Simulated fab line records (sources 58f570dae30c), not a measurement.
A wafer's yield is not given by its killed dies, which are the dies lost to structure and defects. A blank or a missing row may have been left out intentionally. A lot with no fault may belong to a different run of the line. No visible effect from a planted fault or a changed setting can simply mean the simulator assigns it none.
A struck lot beside a sound one + flow berkeley_cmos170 + 27 steps out of a route of 331
Sound: these wafers, L160.4, L160.5, L160.6. Wafers struck: L170.1, L170.2, L170.6. The cause is named last.
Order at every step that has rows: each side's tool, ch and its chambers, its first start. Under that, the readings that differ: sound wafers + struck wafers + difference of the means + sigmas: that difference in standard deviations of wafers without a fault.
alike: readings whose means differ by less than 2 such deviations, and words and numbers that are the same on both sides. not compared: withheld readings, readings that some wafer has no value for, bounds like >300 that may hide the same value, and numbers for which the record gives no deviation and whose values overlap.
A row with sigmas, a row that says differs or no value, or rows on one side alone: a step with any of these is where the two part. When numbers do not overlap yet have no deviation, they are printed without sigmas and do not part them. Lack of a reading on every wafer of one side parts them only where that side has two or more wafers.

first, 3 steps without rows for these wafers: UCB170_M1_EXPOSE_06 (exposes mask METAL1, target cd 700 nm); UCB170_M1_PEB_07; UCB170_M1_DEVELOP_08 (develop time 45 s).
UCB170_M1_CD_MEAS_09: the cd target is 700 nm.
  struck on cd_sem-01, day 11 07:16; sound on cd_sem-02, day 8 11:54
  alike: cd_nm
UCB170_M1_OVL_MEAS_10:
  struck on overlay-01, day 11 07:23; sound on overlay-02, day 8 11:59
  alike: M1_OVL
UCB170_M1_ETCH_11: etches BARC in N2/H2.
  sound on rie_diel-01 ch 0,1,2, day 8 12:00; struck on rie_diel-04 ch 0,2, day 11 07:25
  alike: drypump_motor_current_A, oes_product_au, throttle_valve_pct
UCB170_M1_METAL_ETCH_12: etches Al in Cl2/BCl3, stops on PSG, target depth 780 nm, time 136.3 s.
  sound on rie_metal-03 ch 0,1, day 8 12:05; struck on rie_metal-02 ch 0,1, day 11 07:28
  alike: drypump_motor_current_A, oes_product_au, throttle_valve_pct
  not compared: rf_hours_counter_h
UCB170_M1_STRIP_13: strips in O2.
  sound on plasma_asher-04 ch 0,1, day 8 12:13; struck on plasma_asher-04 ch 0,1, day 11 07:35
  alike: drypump_motor_current_A, oes_product_au
  not compared: rf_hours_counter_h
UCB170_M1_CD_MEAS_90: the cd target is 700 nm.
  struck on cd_sem-01, day 11 07:41; sound on cd_sem-02, day 8 12:20
  alike: cd_nm
then, 1 step without rows for these wafers: UCB170_M1_ANNEAL_14 (time 1200 s).
UCB170_V1_CVD_00: deposits SiO2 from TEOS/O2, target thk 2000 nm, time 250 s.
  sound on pecvd-01 ch 0,1,2, day 8 14:46; struck on pecvd-02 ch 1,2, day 11 09:08
  alike: heater_power_w
UCB170_V1_THK_MEAS_01:
  struck on film_metro-04, day 11 09:18; sound on film_metro-02, day 8 14:52
  alike: V1_TEOS_THK
UCB170_V1_CMP_02: polishes SiO2.
  sound on cmp-02 ch 1,2,3, day 8 15:02; struck on cmp-02 ch 0,3, day 11 09:22
  no value came back on the struck wafers for edge_zone_pressure_frac, head_pressure_psi (psi), motor_current_A (A); on the sound wafers edge_zone_pressure_frac reads 0.999 1.004 1.014
| reading                             | sound          | struck         | difference | sigmas |
|-------------------------------------|----------------|----------------|------------|--------|
| model.SiO2_of_V1_CVD_00.thk_nm (nm) | 1001 1001 1000 | 1993 1978 1996 | +988       |        |
UCB170_V1_BOW_MEAS_03:
  struck on film_metro-02, day 11 09:40; sound on film_metro-02, day 8 15:15
  alike: V1_BOW
UCB170_V1_THK_MEAS_04:
  struck on film_metro-02, day 11 09:47; sound on film_metro-02, day 8 15:20
| reading              | sound                | struck               | difference | sigmas      |
|----------------------|----------------------|----------------------|------------|-------------|
| V1_POLISHED_THK (nm) | 1000.5 1000.5 1000.5 | 1993.6 1977.4 1996.4 | +988.6     | +99 or more |
then, 7 steps without rows for these wafers: UCB170_V1_CLEAN_05 (cleans in DIW); UCB170_V1_HMDS_06 (prime time 60 s); UCB170_V1_COAT_07 (resist thk 900 nm); UCB170_V1_SOFTBAKE_08 (time 60 s); UCB170_V1_EXPOSE_09 (exposes mask VIA1, target cd 700 nm); UCB170_V1_PEB_10; UCB170_V1_DEVELOP_11 (develop time 45 s).
UCB170_V1_CD_MEAS_12: the cd target is 700 nm.
  struck on cd_sem-02, day 11 11:11; sound on cd_sem-01, day 8 16:35
  alike: cd_nm
UCB170_V1_OVL_MEAS_13:
  struck on overlay-02, day 11 11:19; sound on overlay-01, day 8 16:39
  alike: V1_OVL
UCB170_V1_ETCH_14: etches SiO2 in CHF3/CF4/Ar, stops on Al, target depth 1250 nm, time 291 s.
  sound on rie_diel-02 ch 0,1,3, day 8 16:40; struck on rie_diel-04 ch 2,3, day 11 11:21
| reading                        | sound             | struck            | difference | sigmas |
|--------------------------------|-------------------|-------------------|------------|--------|
| oes_product_au (a.u.)          | 0.868 0.855 0.892 | 1.658 1.638 1.655 | +0.779     | +71    |
| model.etch.depth_nm (nm)       | 1001 1001 1000    | 1282 1281 1277    | +279       |        |
| model.V1.feature_depth_nm (nm) | 1001 1001 1000    | 1282 1281 1277    | +279       |        |
  alike: drypump_motor_current_A, throttle_valve_pct
  not compared: rf_hours_counter_h
UCB170_V1_STRIP_15: strips in O2.
  sound on plasma_asher-01 ch 0,1, day 8 16:53; struck on plasma_asher-03 ch 0,1, day 11 11:31
  alike: drypump_motor_current_A, oes_product_au, strip_time_to_endpoint_s
  not compared: rf_hours_counter_h
UCB170_M3_PROBE_99:
  sound wafers here have rows in the record (prober-02, day 9 03:22); struck ones have none

WHERE THEY PART
Last at UCB170_M3_PROBE_99 as far as this record goes, first at UCB170_V1_CMP_02.

WHY: the cause the simulator had injected
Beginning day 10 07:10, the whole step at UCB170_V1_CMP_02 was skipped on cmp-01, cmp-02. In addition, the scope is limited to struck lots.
